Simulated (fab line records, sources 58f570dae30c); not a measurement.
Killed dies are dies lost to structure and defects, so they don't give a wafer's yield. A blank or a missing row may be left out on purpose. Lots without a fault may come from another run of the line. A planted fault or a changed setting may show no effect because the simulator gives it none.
Which tool did it? | flow berkeley_cmos170 | 7 lots, 21 wafers sampled, at 2 steps of a route of 331

WHAT THE GAUGES READ, wafer by wafer
UCB170_PLDD_TW_MEAS_11.
lot  | measured     | on            | PLDD_TW
L927 | day 6 14:08  | film_metro-03 | 1029 1031 1035
L930 | day 7 08:25  | film_metro-02 | 1013 1010 1013
L929 | day 7 09:02  | film_metro-01 | 1022 1025 1028
L937 | day 8 03:20  | film_metro-02 | 1013 1015 1011
L941 | day 9 07:26  | film_metro-01 | 1073 1074 1080
L947 | day 10 09:51 | film_metro-01 | 1015 1017 1022
L948 | day 10 14:51 | film_metro-03 | 1032 1032 1032

WHICH TOOL RAN EACH LOT (tool, then ch and the chambers of the sampled wafers, then the start)
lot  | UCB170_PLDD_IMPLANT_09
L927 | implanter-03 ch 0, day 6 13:53
L930 | implanter-01 ch 0, day 7 08:10
L929 | implanter-04 ch 0, day 7 08:48
L937 | implanter-04 ch 0, day 8 03:07
L941 | implanter-03 ch 0, day 9 07:11
L947 | implanter-04 ch 0, day 10 09:38
L948 | implanter-01 ch 0, day 10 14:37
- UCB170_PLDD_IMPLANT_09

THE ANSWER, worked out from the rows above alone
Rule: what is usual is taken from the lots themselves. Put in order of their means at a reading, lots are off if they are a third of the lots or fewer, leave a main group of 4 or more, and stand apart from it by a gap of 3 or more times the standard deviation of the main group's means; of several such gaps the widest counts. A main group whose means are all the same, to the digits that the tables above print for the reading, isn't used. A lot without any number at a reading at which 4 lots or more have one is off too. The other lots that the step has rows for count as sound.
Off: L941, at UCB170_PLDD_TW_MEAS_11 (PLDD_TW). The main group: mean 1022, standard deviation 8.2.
A tool fits if, at a process step before that reading, it ran every lot that is off, and no sound lot after the first of them. The gauges at UCB170_PLDD_TW_MEAS_11 are tried like those tools. One fits: implanter-03 at UCB170_PLDD_IMPLANT_09. Its last sound lot is L927 (day 6 13:53), its first lot that is off L941 (day 9 07:11): a fault that began between those two fits.

WHAT THE SIMULATOR HAD PUT IN
Process parameter drift: implanter-03, from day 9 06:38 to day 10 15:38, at UCB170_PLDD_IMPLANT_09. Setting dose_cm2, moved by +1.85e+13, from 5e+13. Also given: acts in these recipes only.
Lots struck among those shown: L941. The rule above found the same.
